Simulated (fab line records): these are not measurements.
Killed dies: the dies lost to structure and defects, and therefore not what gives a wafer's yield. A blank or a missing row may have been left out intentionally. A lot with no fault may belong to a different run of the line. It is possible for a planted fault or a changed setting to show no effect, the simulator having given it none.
Chamber matching + flow berkeley-cmos170 + 4 sister chambers for UCB170_GATE_ETCH_15 on rie-si-02
The step etches poly-Si in HBr/Cl2, stops on SiO2, time 56.3 s, target depth 278.2 nm. 14 wafers are shown with their chamber, then 7 later ones without.

WAFERS WITH THEIR CHAMBER
| wafer  | chamber | drypump-motor-current-A (A) | throttle-valve-pct (%) | oes-product-au (a.u.) |
|--------|---------|-----------------------------|------------------------|-----------------------|
| L381.3 | 3       | 6.1                         | 26.43                  | 0.832                 |
| L381.5 | 0       | 4.9                         | 26.46                  | 0.832                 |
| L381.6 | 1       | 4.9                         | 26.21                  | 0.833                 |
| L378.2 | 0       | 4.9                         | 26.46                  | 0.827                 |
| L378.3 | 1       | 5.0                         | 26.22                  | 0.832                 |
| L378.4 | 2       | 4.7                         | 26.24                  | 0.822                 |
| L380.1 | 0       | 4.9                         | 26.48                  | 0.822                 |
| L380.3 | 2       | 4.7                         | 26.23                  | 0.804                 |
| L380.5 | 1       | 5.0                         | 26.20                  | 0.829                 |
| L392.1 | 0       | 4.9                         | 26.49                  | 0.825                 |
| L392.3 | 2       | 4.7                         | 26.24                  | 0.809                 |
| L392.5 | 3       | 6.1                         | 26.41                  | 0.834                 |
| L393.1 | 3       | 6.0                         | 26.43                  | 0.820                 |
| L393.4 | 1       | 5.0                         | 26.20                  | 0.815                 |

SIGNATURES (averages over the wafers above)
| reading                 | chamber 0 | chamber 1 | chamber 2 | chamber 3 | scatter within a chamber |
|-------------------------|-----------|-----------|-----------|-----------|--------------------------|
| drypump-motor-current-A | 4.900     | 4.975     | 4.700     | 6.067     | 0.0376                   |
| throttle-valve-pct      | 26.4725   | 26.2075   | 26.2367   | 26.4233   | 0.0113                   |
| oes-product-au          | 0.82650   | 0.82725   | 0.81167   | 0.82867   | 0.00741                  |
Rule: a wafer's distance from a chamber is the root of the sum, over the readings, of the square of ((its reading less the chamber's mean) divided by the reading's scatter). The wafer belongs to the nearest chamber; if the next one is less than 2 further off, it can't be placed. The scatter: the root of (the sum of the squares of (reading less its chamber's mean) over the shown wafers, divided by (wafers less chambers)).

WAFERS WITHOUT THEIR CHAMBER
| wafer  | drypump-motor-current-A (A) | throttle-valve-pct (%) | oes-product-au (a.u.) |
|--------|-----------------------------|------------------------|-----------------------|
| L393.5 | 4.9                         | 26.48                  | 0.827                 |
| L398.1 | 4.7                         | 26.24                  | 0.822                 |
| L398.4 | 4.9                         | 26.47                  | 0.837                 |
| L398.5 | 4.7                         | 26.22                  | 0.826                 |
| L400.1 | 4.9                         | 26.20                  | 0.824                 |
| L400.4 | 5.0                         | 26.18                  | 0.825                 |
| L400.6 | 4.9                         | 26.47                  | 0.837                 |

WHICH CHAMBER EACH WENT THROUGH
| wafer  | from the rows above | in truth |
|--------|---------------------|----------|
| L393.5 | 0                   | 0        |
| L398.1 | 2                   | 2        |
| L398.4 | 0                   | 0        |
| L398.5 | 2                   | 2        |
| L400.1 | 1                   | 1        |
| L400.4 | 1                   | 1        |
| L400.6 | 0                   | 0        |
Placed correctly: 7 of 7. From these rows, 0 cannot be placed. Wrongly placed: 0.
